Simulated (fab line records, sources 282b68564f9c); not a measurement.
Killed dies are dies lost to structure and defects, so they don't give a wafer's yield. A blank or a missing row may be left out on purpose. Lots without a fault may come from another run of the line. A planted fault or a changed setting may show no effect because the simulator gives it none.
Split-lot experiment | flow rit_cmos | 5 lots, 23 wafers read, on a route of 202 steps

THE SPLIT
At RIT_NRETRO_IMPLANT_08, the setting energy_kev was moved away from the recipe's 70 on 8 of the 23 wafers read, by -3.6% to +4.9%. The other wafers ran this setting at the recipe's value.

The reading is taken at the split's own step.

THE READING
implant.drp_nm (the simulator's own value, which no gauge read), in nm, at RIT_NRETRO_IMPLANT_08. The file gives no usual value for it.

wafer  | tool, chamber at the split | energy_kev as run | against the recipe | implant.drp_nm, nm | against lot-mates on the recipe
L074.1 | implanter-03, 0            | 73.44             | +4.9%              | 35.33              | +1.39
L074.3 | implanter-03, 0            | 73.44             | +4.9%              | 35.33              | +1.39
L074.6 | implanter-03, 0            | 73.44             | +4.9%              | 35.33              | +1.39
L074.2 | implanter-03, 0            | 70                | recipe             | 33.94              | -
L074.5 | implanter-03, 0            | 70                | recipe             | 33.94              | -
L076.1 | implanter-01, 0            | 70                | recipe             | 33.94              | -
L076.3 | implanter-01, 0            | 70                | recipe             | 33.94              | -
L076.6 | implanter-01, 0            | 70                | recipe             | 33.94              | -
L076.4 | implanter-01, 0            | 67.45             | -3.6%              | 32.88              | -1.06
L076.5 | implanter-01, 0            | 67.45             | -3.6%              | 32.88              | -1.06
L081.1 | implanter-03, 0            | 68.49             | -2.2%              | 33.32              | -0.62
L081.3 | implanter-03, 0            | 68.49             | -2.2%              | 33.32              | -0.62
L081.4 | implanter-03, 0            | 68.49             | -2.2%              | 33.32              | -0.62
L081.2 | implanter-03, 0            | 70                | recipe             | 33.94              | -
L081.6 | implanter-03, 0            | 70                | recipe             | 33.94              | -
L082.2 | implanter-03, 0            | 70                | recipe             | 33.94              | -
L082.3 | implanter-03, 0            | 70                | recipe             | 33.94              | -
L082.4 | implanter-03, 0            | 70                | recipe             | 33.94              | -
L082.5 | implanter-03, 0            | 70                | recipe             | 33.94              | -
L082.6 | implanter-03, 0            | 70                | recipe             | 33.94              | -
L083.1 | implanter-01, 0            | 70                | recipe             | 33.94              | -
L083.5 | implanter-01, 0            | 70                | recipe             | 33.94              | -
L083.6 | implanter-01, 0            | 70                | recipe             | 33.94              | -

THE FIT
A straight line over all 23 wafers: implant.drp_nm changes by +0.285 nm for each +1% of energy_kev; r = +1.00; the points scatter about the line by 0.0069 nm.
The same after taking each lot's own level away (the mean of its wafers on the recipe; 23 wafers): +0.285 nm for each +1%; r = +1.00; scatter 0.0069 nm.
On that fit, the largest move of energy_kev shifts the reading by 1.4 nm.
The lots' own levels span 33.940 to 33.940 nm.
So the lot-to-lot level changes the slope little: the two slopes agree.
Check: with one of the wafers moved furthest among these (+4.9%) left out of the fit, the line predicts +1.4 nm for it against its lot-mates. It came out at +1.39 nm against them.

OTHER SPLITS ON THESE WAFERS
These wafers also went through other splits before the reading. Each is held against what the fit with the lots' levels taken away leaves over:
other split on the same wafers  | wafers away from the commonest value | r with implant.drp_nm (lot level and that fit taken away)
RIT_ACTIVE_CVD_03 temp_c        | 18                                   | -0.21
RIT_ACTIVE_ETCH_13 time_s       | 6                                    | +0.21
RIT_FOX2_OXIDATION_00 ox_time_s | 18                                   | -0.25
RIT_NWELL_IMPLANT_08 energy_kev | 12                                   | +0.04
RIT_PWELL_IMPLANT_08 energy_kev | 11                                   | +0.33

THE WHOLE CHAIN: every reading that the file lists as answering this split, in the file's order
step                  | what it does | reading                                                         | change (the file's fit)               | r (the file's)
RIT_NRETRO_IMPLANT_08 |              | implant.rp_nm (the simulator's own value, which no gauge read)  | +0.883 nm for each +1% of the setting | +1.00
RIT_NRETRO_IMPLANT_08 |              | implant.drp_nm (the simulator's own value, which no gauge read) | +0.286 nm for each +1% of the setting | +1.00

THE FILE'S OWN FIT
implant.drp_nm changes by +0.286 nm for each +1% of energy_kev, r = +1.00.
